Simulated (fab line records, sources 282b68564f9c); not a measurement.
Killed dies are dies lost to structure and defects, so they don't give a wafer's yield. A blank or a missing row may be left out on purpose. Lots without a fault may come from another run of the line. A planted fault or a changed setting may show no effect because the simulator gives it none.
fab line records | flow rit_cmos
record lots=6 wafers=18 last_day=7
route steps=202 shown CONTACT@172 M1@184
lots that met no fault: from a run of the same line without faults
start_h: hours from the record's first day to the start of the lot's first wafer shown | wait_h: hours since the lot's step before | " the same as in the row above | L1.1+2: a row that stands for several wafers | - no value, or no start given | * or withheld: withheld | < > ~ a bound
route shown NAME@n: a module of which the file shows steps, and the number in the route of the first | usual: mean/standard deviation of fault-free wafers | same: alike in all rows | chamber/n: place in a boat | sites: the reading at each site | _std_site: their standard deviation | _edge_site: outer sites' mean less inner sites' | radius_mm: how far each site lies from the wafer's centre | mask NAME#n: copy n | behind: the tool/chamber that last shaped the wafer | hold: why the lot was held/for how many hours/how that ended | device: the transistor (n, p or np) that didn't switch | end of line: the same wafers' tests at the end of the route | a step without rows: its recipe alone | killed: dies lost to structure and defects at the first sort, not the wafer's yield | map: a wafer's dies, x killed, . not, _ none there
set.NAME: the setting as run; set.NAME@STEP: as run at that earlier step | model.NAME: the simulator's own value behind a step, which no gauge read
lots at some steps of the route; a table a step, a row a wafer
services: from which hour (start_h, from the record's first day; less than 0 if before it) a tool's chamber was out of use, for how many hours, and why
## steps
# step RIT_CONTACT_SOFTBAKE_04
# recipe resist=NOVOLAK temp_c=90 time_s=60
# step RIT_CONTACT_EXPOSE_05
# recipe mask_id=M11 na=0.6 source_shape=conventional sigma_outer=0.5 target_cd_nm=1000 dose_mj=250
# step RIT_CONTACT_PEB_06
# recipe resist=NOVOLAK temp_c=withheld time_s=withheld
# step RIT_CONTACT_DEVELOP_07
# recipe resist=NOVOLAK develop_time_s=123.9 dev_temp_c=23
# step RIT_CONTACT_CD_MEAS_08
# recipe target_cd_nm=1000
# usual cd_nm=999.4/2.1
# columns lot.wafer tool chamber start_h wait_h cd_nm
L208.1 cd_sem-02 - 77.68 - 998.8
L208.2 " - " " 996.4
L208.5 " - " " 997.2
L209.2 cd_sem-02 - 80.84 - 998.6
L209.3 " - " " 998.8
L209.5 " - " " 997.9
L212.3 cd_sem-01 - 97.18 - 996.8
L212.4 " - " " 996.5
L212.6 " - " " 996.9
L214.3 cd_sem-01 - 106.40 - 999.3
L214.4 " - " " 1000.3
L214.6 " - " " 1000.0
L222.3 cd_sem-01 - 152.44 - 995.9
L222.4 " - " " 996.3
L222.5 " - " " 996.6
L226.1 cd_sem-01 - 169.15 - 998.6
L226.5 " - " " 997.3
L226.6 " - " " 997.5
# step RIT_CONTACT_OVL_MEAS_09
# usual CONTACT_OVL=1.5/1.8
# columns lot.wafer tool chamber start_h wait_h CONTACT_OVL[nm]
L208.1 overlay-02 - 77.80 0.1 0.9
L208.2 " - " " 2.2
L208.5 " - " " 1.5
L209.2 overlay-02 - 80.94 0.1 2.1
L209.3 " - " " 0.7
L209.5 " - " " 0.8
L212.3 overlay-01 - 97.27 0.1 2.4
L212.4 " - " " 1.6
L212.6 " - " " 3.0
L214.3 overlay-02 - 106.49 0.1 1.7
L214.4 " - " " 0.7
L214.6 " - " " 2.2
L222.3 overlay-01 - 152.53 0.1 0.4
L222.4 " - " " -0.7
L222.5 " - " " 1.0
L226.1 overlay-01 - 169.27 0.1 -0.3
L226.5 " - " " -2.7
L226.6 " - " " -1.8
# step RIT_CONTACT_HARDBAKE_10
# recipe resist=NOVOLAK temp_c=140 time_s=60
# step RIT_CONTACT_ETCH_11
# recipe target_depth_a=4800 over_etch_frac=0.2 stop_on=TiSi2 chemistry=CHF3/CF4/Ar target=SiO2 CHF3_flow_sccm=50 cf4_flow_sccm=10 Ar_flow_sccm=100 O2_flow_sccm=5 pressure_mtorr=100 rf_w=200 time_s=320
# usual drypump_motor_current_A=5.7/0.4 mfc_ar_sccm=100.02/0.28 oes_product_au=0.990/0.0099 rf_fwd_power_W=199.5/0.6 throttle_valve_pct=8.86/0.11
# columns lot.wafer tool chamber start_h wait_h drypump_motor_current_A mfc_ar_sccm oes_product_au rf_fwd_power_W rf_hours_counter_h throttle_valve_pct
L208.1 rie_diel-02 0 77.99 0.1 5.6 99.95 0.985 199.6 46 9.08
L208.2 " 3 " " 6.2 100.25 0.985 199.8 39 9.03
L208.5 " 1 " " 5.9 100.41 0.987 199.8 - 8.93
L209.2 rie_diel-03 0 81.12 0.1 6.1 99.99 0.989 200.1 161 8.78
L209.3 " 2 " " 5.5 99.60 1.002 199.6 69 8.76
L209.5 " 1 " " 6.2 100.63 0.993 199.8 - 8.82
L212.3 rie_diel-01 3 97.45 0.1 5.7 100.69 1.004 199.5 3 9.04
L212.4 " 0 " " 5.6 100.36 0.995 200.0 46 8.90
L212.6 " 2 " " 5.0 100.07 0.984 198.8 - 8.94
L214.3 rie_diel-02 3 106.66 0.1 6.2 100.27 0.991 200.0 40 9.02
L214.4 " 2 " " 5.9 100.33 1.011 199.7 138 8.77
L214.6 " 1 " " 5.9 99.84 0.986 200.4 - 8.94
L222.3 rie_diel-02 0 152.76 0.1 5.6 99.60 0.978 200.6 48 9.06
L222.4 " 1 " " 5.9 99.77 0.985 200.6 98 8.94
L222.5 " 2 " " 5.9 100.21 0.999 199.6 - 8.75
L226.1 rie_diel-01 0 169.46 0.1 5.6 100.25 0.988 198.7 47 8.88
L226.5 " 1 " " 5.0 99.67 0.980 199.6 - 8.70
L226.6 " 2 " " 5.0 99.97 0.989 199.2 - 8.95
# step RIT_CONTACT_STRIP_12
# recipe chemistry=O2 time_s=180 resist=NOVOLAK platen_temp_c=withheld power_w=500 pressure_mtorr=4000 o2_flow_sccm=4000
# usual drypump_motor_current_A=5.49/0.26
# columns lot.wafer tool chamber start_h wait_h drypump_motor_current_A rf_hours_counter_h
L208.1 plasma_asher-04 1 78.18 0.1 5.28 29
L208.2 " 0 " " 5.41 29
L208.5 " 1 " " 5.28 -
L209.2 plasma_asher-01 1 81.32 0.1 5.25 45
L209.3 " 0 " " 5.37 -
L209.5 " 1 " " 5.25 -
L212.3 plasma_asher-01 0 97.70 0.2 5.37 -
L212.4 " 1 " " 5.26 -
L212.6 " 0 " " 5.38 -
L214.3 plasma_asher-03 1 106.92 0.2 5.42 -
L214.4 " 0 " " 5.93 -
L214.6 " 1 " " 5.38 -
L222.3 plasma_asher-04 0 153.01 0.2 5.38 -
L222.4 " 1 " " 5.29 -
L222.5 " 1 " " 5.29 -
L226.1 plasma_asher-03 0 169.65 0.1 5.99 53
L226.5 " 0 " " 5.98 -
L226.6 " 1 " " 5.37 -
# step RIT_CONTACT_CD_MEAS_90
# recipe target_cd_nm=1000
# usual cd_nm=999.4/2.1
# columns lot.wafer tool chamber start_h wait_h cd_nm
L208.1 cd_sem-02 - 78.36 0.1 998.9
L208.2 " - " " 996.5
L208.5 " - " " 997.2
L209.2 cd_sem-01 - 81.51 0.1 998.7
L209.3 " - " " 999.2
L209.5 " - " " 997.8
L212.3 cd_sem-02 - 97.89 0.1 996.7
L212.4 " - " " 996.6
L212.6 " - " " 997.1
L214.3 cd_sem-02 - 107.07 0.1 999.8
L214.4 " - " " 1000.4
L214.6 " - " " 1000.5
L222.3 cd_sem-02 - 153.17 0.1 995.4
L222.4 " - " " 996.7
L222.5 " - " " 996.9
L226.1 cd_sem-02 - 169.83 0.1 998.5
L226.5 " - " " 997.7
L226.6 " - " " 997.4
# step RIT_CONTACT_CLEAN_13
# recipe chemistry=SC1 mix=3:3:50 time_s=600 temp_c=75
# step RIT_CONTACT_CLEAN_14
# recipe chemistry=SC2 mix=3:3:50 time_s=600 temp_c=75 dry=n2_spin
# step RIT_M1_SPUTTER_00
# recipe material=Al target_thk_nm=400 power_w=2000 chamber_pressure_pa=0.4 gas=Ar time_s=500 substrate_temp_c=25
# usual throttle_valve_pct=29.7/0.69
# columns lot.wafer tool chamber start_h wait_h throttle_valve_pct model.Al_of_M1_SPUTTER_00.thk_nm
L208.1 pvd_sputter-03 - 78.86 0.0 30.7 403.3
L208.2 " - " " 30.8 400.6
L208.5 " - " " 30.9 403.6
L209.2 pvd_sputter-04 - 81.98 0.0 29.3 398.9
L209.3 " - " " 29.3 400.6
L209.5 " - " " 29.8 398.3
L212.3 pvd_sputter-04 - 98.33 0.0 29.8 290.6
L212.4 " - " " 29.2 294
L212.6 " - " " 29.1 291.7
L214.3 pvd_sputter-04 - 107.52 0.0 29.6 288.4
L214.4 " - " " 29.4 290.5
L214.6 " - " " 29.9 290.6
L222.3 pvd_sputter-03 - 153.60 0.0 28.8 396.3
L222.4 " - " " 30.5 397.9
L222.5 " - " " 31.0 400.7
L226.1 pvd_sputter-03 - 170.30 0.0 28.8 402.4
L226.5 " - " " 30.8 400.8
L226.6 " - " " 30.6 403.9
# step RIT_M1_RS_MEAS_01
# recipe thk_meas_gauge=four-point-probe reads=Al_of_M1_SPUTTER_00
# usual M1_AL_RS=0.0734/0.00075
# columns lot.wafer tool chamber start_h wait_h hold M1_AL_RS[ohm/sq]
L208.1 film_metro-01 - 79.16 0.1 - 0.0730
L208.2 " - " " - 0.0733
L208.5 " - " " - 0.0729
L209.2 film_metro-03 - 82.29 0.2 - 0.0736
L209.3 " - " " - 0.0733
L209.5 " - " " - 0.0737
L212.3 film_metro-01 - 98.67 0.2 await_dispo/0.2h/release 0.1018
L212.4 " - " " await_dispo/0.2h/release 0.1008
L212.6 " - " " await_dispo/0.2h/release 0.1015
L212.3 film_metro-01 - 98.95 0.3 - 0.1021
L212.4 " - " " - 0.1011
L212.6 " - " " - 0.1017
L214.3 film_metro-01 - 107.85 0.2 await_dispo/0.2h/release 0.1027
L214.4 " - " " await_dispo/0.2h/release 0.1021
L214.6 " - " " await_dispo/0.2h/release 0.1020
L214.3 film_metro-01 - 108.14 0.3 - 0.1029
L214.4 " - " " - 0.1022
L214.6 " - " " - 0.1022
L222.3 film_metro-01 - 153.93 0.2 - 0.0741
L222.4 " - " " - 0.0738
L222.5 " - " " - 0.0732
L226.1 film_metro-02 - 170.59 0.1 - 0.0731
L226.5 " - " " - 0.0734
L226.6 " - " " - 0.0728
# step RIT_M1_THK_MEAS_02
# recipe thk_meas_gauge=xrf reads=Al_of_M1_SPUTTER_00
# usual M1_AL_THK=397/4.9
# columns lot.wafer tool chamber start_h wait_h hold M1_AL_THK[nm]
L208.1 film_metro-01 - 79.28 0.1 - 398
L208.2 " - " " - 400
L208.5 " - " " - 400
L209.2 film_metro-03 - 82.40 0.1 - 395
L209.3 " - " " - 398
L209.5 " - " " - 392
L212.3 film_metro-01 - 103.43 4.5 await_dispo/0.2h/release 290
L212.4 " - " " await_dispo/0.2h/release 291
L212.6 " - " " await_dispo/0.2h/release 290
L212.3 film_metro-01 - 103.65 0.2 - 289
L212.4 " - " " - 291
L212.6 " - " " - 291
L214.3 film_metro-01 - 110.63 2.5 await_dispo/0.2h/release 288
L214.4 " - " " await_dispo/0.2h/release 287
L214.6 " - " " await_dispo/0.2h/release 289
L214.3 film_metro-01 - 110.85 0.2 - 286
L214.4 " - " " - 288
L214.6 " - " " - 287
L222.3 film_metro-01 - 154.03 0.1 - 391
L222.4 " - " " - 391
L222.5 " - " " - 398
L226.1 film_metro-02 - 170.71 0.1 - 405
L226.5 " - " " - 404
L226.6 " - " " - 407
# step RIT_M1_COAT_04
# recipe resist=NOVOLAK spin_rpm=2000 resist_thk_nm=1300
# step RIT_M1_SOFTBAKE_05
# recipe resist=NOVOLAK temp_c=90 time_s=60
# step RIT_M1_EXPOSE_06
# recipe mask_id=M12 na=0.6 source_shape=conventional sigma_outer=0.5 target_cd_nm=2600 dose_mj=250
# step RIT_M1_PEB_07
# recipe resist=NOVOLAK temp_c=withheld time_s=withheld
# step RIT_M1_DEVELOP_08
# recipe resist=NOVOLAK develop_time_s=68 dev_temp_c=22.36
# step RIT_M1_CD_MEAS_09
# recipe target_cd_nm=2600
# usual cd_nm=2600.8/1.8
# columns lot.wafer tool chamber start_h wait_h cd_nm
L208.1 cd_sem-01 - 80.22 - 2599.7
L208.2 " - " " 2599.3
L208.5 " - " " 2597.3
L209.2 cd_sem-02 - 83.48 - 2602.3
L209.3 " - " " 2601.7
L209.5 " - " " 2601.1
L212.3 cd_sem-02 - 108.60 - 2599.6
L212.4 " - " " 2601.4
L212.6 " - " " 2598.5
L214.3 cd_sem-01 - 115.51 - 2598.5
L214.4 " - " " 2600.3
L214.6 " - " " 2600.4
L222.3 cd_sem-02 - 154.99 - 2600.7
L222.4 " - " " 2602.7
L222.5 " - " " 2600.9
L226.1 cd_sem-02 - 171.65 - 2603.3
L226.5 " - " " 2604.7
L226.6 " - " " 2601.6
# step RIT_M1_OVL_MEAS_10
# usual M1_OVL=0.5/1.5
# columns lot.wafer tool chamber start_h wait_h M1_OVL[nm]
L208.1 overlay-01 - 80.34 0.1 1.1
L208.2 " - " " -0.2
L208.5 " - " " 0.2
L209.2 overlay-01 - 83.59 0.1 2.2
L209.3 " - " " 1.5
L209.5 " - " " 2.7
L212.3 overlay-01 - 108.69 0.1 -0.3
L212.4 " - " " -1.0
L212.6 " - " " -0.2
L214.3 overlay-02 - 115.60 0.1 0.0
L214.4 " - " " -1.1
L214.6 " - " " 0.9
L222.3 overlay-02 - 155.08 0.1 0.9
L222.4 " - " " 1.0
L222.5 " - " " 0.9
L226.1 overlay-02 - 171.77 0.1 2.6
L226.5 " - " " 1.6
L226.6 " - " " 3.3
# step RIT_M1_HARDBAKE_11
# recipe resist=NOVOLAK temp_c=140 time_s=120
# step RIT_M1_METAL_ETCH_12
# recipe stop_on=SiO2 chemistry=Cl2/BCl3 target=Al time_s=165 over_etch_frac=0.5411 pressure_mtorr=100 target_depth_a=6000 rf_w=250 Cl2_flow_sccm=60 bcl3_flow_sccm=50
# usual drypump_motor_current_A=5.9/0.58 oes_product_au=0.760/0.012 rf_fwd_power_W=248.7/0.82 throttle_valve_pct=8.25/0.075
# columns lot.wafer tool chamber start_h wait_h drypump_motor_current_A oes_product_au rf_fwd_power_W rf_hours_counter_h throttle_valve_pct
L208.1 rie_metal-03 1 80.62 0.2 4.9 0.775 248.0 34 8.30
L208.2 " 0 " " 6.3 0.781 248.2 36 8.17
L208.5 " 1 " " 4.9 0.772 248.1 - 8.28
L209.2 rie_metal-04 1 84.04 0.2 5.4 0.763 248.5 3 8.29
L209.3 " 0 " " 6.5 0.754 248.0 - 8.34
L209.5 " 0 " " 6.5 0.753 248.5 - 8.33
L212.3 rie_metal-04 1 109.02 0.2 5.4 0.645 248.7 - 8.32
L212.4 " 0 " " 6.5 0.637 249.3 - 8.35
L212.6 " 0 " " 6.5 0.632 247.9 - 8.34
L214.3 rie_metal-03 0 115.93 0.2 6.4 0.654 247.6 - 8.17
L214.4 " 1 " " 4.9 0.653 249.2 - 8.31
L214.6 " 1 " " 4.9 0.651 249.3 - 8.30
L222.3 rie_metal-04 1 155.41 0.2 5.4 0.755 249.8 - 8.30
L222.4 " 0 " " 6.6 0.744 248.9 - 8.32
L222.5 " 0 " " 6.5 0.745 248.5 - 8.32
L226.1 rie_metal-03 1 172.06 0.2 4.9 0.776 248.8 0 8.29
L226.5 " 0 " " 6.4 0.765 249.1 - 8.15
L226.6 " 1 " " 4.9 0.781 248.0 - 8.29
# step RIT_M1_STRIP_13
# recipe chemistry=nmp resist=NOVOLAK temp_c=80 time_s=600 dry=n2_spin
# step RIT_M1_PROBE_99
# usual defect_limited_yield=97.3/1.2 killed_at_contacts=0.1/0.25 killed_at_front_end=7/3.1 killed_dies=7/3.1 killed_open=3.6/2 killed_short=3.5/2 sort_bin_3_pad_short=0.2/0.25 sort_bin_5_function=1.5/0.87 sort_bin_6_memory=1.0/0.71 sort_n_pass=257/3.1 sort_yield_pct=97.3/1.2
# same gross_dies=264 killed_at_M0_to_M3=0 killed_at_M4_up=0 killed_at_back_side=0 killed_at_other=0
# columns lot.wafer tool chamber start_h wait_h hold defect_limited_yield[%] killed_at_contacts killed_at_front_end killed_dies killed_open killed_short sort_bin_3_pad_short[%] sort_bin_5_function[%] sort_bin_6_memory[%] sort_n_pass sort_yield_pct[%]
L208.1 prober-01 - 83.44 0.1 - 96.2 0 10 10 6 4 0 0.8 3.0 254 96.2
L208.2 prober-01 - 83.49 0.1 - 95.8 0 11 11 8 3 0 1.9 2.3 253 95.8
L208.5 prober-01 - 83.64 0.2 - 97.3 0 7 7 4 3 0 1.1 1.5 257 97.3
L209.2 prober-02 - 86.34 0.1 - 98.1 0 5 5 2 3 0.4 1.1 0.4 259 98.1
L209.3 prober-02 - 86.39 0.2 - 97.3 0 7 7 4 3 0 2.3 0.4 257 97.3
L209.5 prober-02 - 86.49 0.2 - 98.5 0 4 4 0 4 0.4 0.8 0.4 260 98.5
L212.3 prober-01 - 114.33 2.7 await_dispo/2.6h/release 95.5 0 12 12 4 8 1.1 1.1 2.3 252 95.5
L212.4 prober-01 - 114.38 2.7 await_dispo/2.6h/release 96.2 0 10 10 5 5 0 1.5 2.3 254 96.2
L212.6 prober-01 - 114.48 2.8 await_dispo/2.6h/release 95.8 0 11 11 4 7 0.4 3.0 0.8 253 95.8
L214.3 prober-01 - 120.78 2.4 await_dispo/2.3h/release 97.3 0 7 7 4 3 0.4 1.1 1.1 257 97.3
L214.4 prober-01 - 120.83 2.5 await_dispo/2.3h/release 98.9 0 3 3 1 2 0 0.8 0.4 261 98.9
L214.6 prober-01 - 120.93 2.5 await_dispo/2.3h/release 96.2 0 10 10 5 5 0 3.0 0.8 254 96.2
L222.3 prober-01 - 157.71 0.2 - 96.6 0 9 9 6 3 0 2.7 0.8 255 96.6
L222.4 prober-01 - 157.76 0.2 - 98.1 0 5 5 2 3 0 1.5 0.4 259 98.1
L222.5 prober-01 - 157.81 0.2 - 97.3 0 7 7 2 5 0.4 1.5 0.8 257 97.3
L226.1 prober-01 - 174.33 0.1 - 98.1 0 5 5 3 2 0.4 1.1 0.4 259 98.1
L226.5 prober-01 - 174.53 0.2 - 98.5 0 4 4 1 3 0 1.1 0.4 260 98.5
L226.6 prober-01 - 174.58 0.2 - 95.1 1 12 13 9 4 0 3.0 1.9 251 95.1
# killed by level:class
L208.1 FOX1:geometric_particle:short=2 GATE:geometric_particle:open=2 FOX1:geometric_particle:open=1 FOX2:geometric_particle:open=1 GATE:geometric_particle:short=1 REOX:geometric_particle:open=1 REOX:geometric_particle:short=1 SILICIDE:geometric_particle:open=1
L208.2 REOX:geometric_particle:open=3 GATE:geometric_particle:open=2 FOX1:geometric_particle:open=1 FOX2:geometric_particle:open=1 REOX:geometric_particle:short=1 SPACER:geometric_particle:short=1 SILICIDE:geometric_particle:short=1 SILICIDE:geometric_particle:open=1
L208.5 GATE:geometric_particle:short=2 REOX:geometric_particle:open=2 FOX1:geometric_particle:open=1 SPACER:geometric_particle:short=1 SILICIDE:geometric_particle:open=1
L209.2 GATE:geometric_particle:short=2 GATE:geometric_particle:open=1 REOX:geometric_particle:open=1 SILICIDE:geometric_particle:short=1
L209.3 GATE:geometric_particle:open=2 FOX1:geometric_particle:open=1 FOX2:geometric_particle:short=1 REOX:geometric_particle:short=1 REOX:geometric_particle:open=1 SPACER:geometric_particle:short=1
L209.5 FOX1:geometric_particle:short=2 GATE:geometric_particle:short=1 SILICIDE:geometric_particle:short=1
L212.3 FOX1:geometric_particle:open=3 GATE:geometric_particle:short=2 SPACER:geometric_particle:short=2 SILICIDE:geometric_particle:short=2 FOX2:geometric_particle:short=1 GATE:geometric_particle:open=1 REOX:geometric_particle:short=1
L212.4 GATE:geometric_particle:open=2 SILICIDE:geometric_particle:short=2 FOX1:geometric_particle:open=1 FOX2:geometric_particle:short=1 FOX2:geometric_particle:open=1 GATE:geometric_particle:short=1 SPACER:geometric_particle:open=1 SPACER:geometric_particle:short=1
L212.6 FOX1:geometric_particle:short=3 FOX1:geometric_particle:open=2 GATE:geometric_particle:short=2 FOX2:geometric_particle:open=1 FOX2:geometric_particle:short=1 GATE:geometric_particle:open=1 SPACER:geometric_particle:short=1
L214.3 GATE:geometric_particle:short=2 GATE:geometric_particle:open=2 SPACER:geometric_particle:short=1 SPACER:geometric_particle:open=1 SILICIDE:geometric_particle:open=1
L214.4 FOX1:geometric_particle:short=1 GATE:geometric_particle:open=1 SILICIDE:geometric_particle:short=1
L214.6 GATE:geometric_particle:open=2 GATE:geometric_particle:short=2 REOX:geometric_particle:open=2 FOX1:geometric_particle:short=1 REOX:geometric_particle:short=1 SPACER:geometric_particle:short=1 SPACER:geometric_particle:open=1
L222.3 GATE:geometric_particle:open=4 FOX1:geometric_particle:open=1 FOX2:geometric_particle:short=1 GATE:geometric_particle:short=1 SPACER:geometric_particle:short=1 SPACER:geometric_particle:open=1
L222.4 SPACER:geometric_particle:open=2 FOX1:geometric_particle:short=1 GATE:geometric_particle:short=1 SPACER:geometric_particle:short=1
L222.5 SPACER:geometric_particle:short=2 GATE:geometric_particle:short=2 REOX:geometric_particle:short=1 REOX:geometric_particle:open=1 SPACER:geometric_particle:open=1
L226.1 FOX1:geometric_particle:short=2 GATE:geometric_particle:open=1 SPACER:geometric_particle:open=1 SILICIDE:geometric_particle:open=1
L226.5 GATE:geometric_particle:short=3 SPACER:geometric_particle:open=1
L226.6 GATE:geometric_particle:open=6 FOX1:geometric_particle:open=1 FOX2:geometric_particle:open=1 FOX2:geometric_particle:short=1 GATE:geometric_particle:short=1 SPACER:geometric_particle:short=1 SILICIDE:geometric_particle:short=1 CONTACT:geometric_particle:open=1
# map L212.3 (x killed, . not)
________......._______
_____.........x...____
____...............___
___.................__
__..................._
__..................._
_x....x........x......
_.....................
_................x....
_.......x.............
__.........x........._
__.......x.....x....._
___.................__
____.......x.......___
_____............x____
________.....x._______
# map L214.6 (x killed, . not)
________......._______
_____.............____
____....x..........___
___.................__
__.......x..........._
__..................._
_.................xx..
_.....................
_.....x...x...........
_..x..................
__.................x._
__..................._
___.................__
____......x........___
_____..x..........____
________......._______
## services
# columns tool chamber start_h hours kind
rie_diel-02 3 54.94 3.4 repair
plasma_asher-04 - 59.66 0.8 repair
rie_diel-01 1 74.32 3.9 repair
rie_diel-02 - 74.91 2.8 pm
plasma_asher-01 - 77.77 2.8 pm
rie_diel-03 0 93.90 - clean
rie_diel-03 0 93.90 16.7 scheduled_down
plasma_asher-01 - 108.75 9.0 pm
plasma_asher-01 0 108.75 9.0 vent_cycle
plasma_asher-01 1 108.75 9.0 vent_cycle
rie_diel-01 - 115.18 2.8 pm
plasma_asher-01 0 117.75 - clean
plasma_asher-01 1 117.75 - clean
rie_diel-02 0 121.05 3.6 repair
pvd_sputter-04 - 132.09 2.6 repair
rie_metal-03 - 136.12 20.0 pm
rie_metal-03 0 136.12 20.0 vent_cycle
rie_metal-03 1 136.12 20.0 vent_cycle
pvd_sputter-04 - 138.21 1.1 repair
plasma_asher-03 - 142.47 3.9 repair
pvd_sputter-03 - 145.05 0.9 repair
rie_metal-03 0 156.12 - clean
rie_metal-03 1 156.12 - clean
rie_diel-01 2 156.34 7.4 repair
## key
first_sign step=RIT_M1_RS_MEAS_01 reading=visit direction=added
effect step=RIT_M1_RS_MEAS_01 reading=M1_AL_RS direction=up sigmas=38 usual=0.0734 struck=0.1018
effect step=RIT_M1_THK_MEAS_02 reading=visit direction=added
effect step=RIT_M1_THK_MEAS_02 reading=M1_AL_THK direction=down sigmas=22 usual=397 struck=289
effect step=RIT_M1_METAL_ETCH_12 reading=oes_product_au direction=down sigmas=9.4 usual=0.760 struck=0.645
model_effect step=RIT_M1_SPUTTER_00 value=Al_of_M1_SPUTTER_00.thk_nm without=398 struck=291
met_at RIT_M1_SPUTTER_00
struck_wafers L212.3,L212.4,L212.6,L214.3,L214.4,L214.6
onset_between 81.98 98.33
fault kind=process_parameter_drift tool=pvd_sputter-04 chamber=- onset_h=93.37 steps=RIT_M1_SPUTTER_00 channel=time_s offset=* shape=step end_h=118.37 stated=*
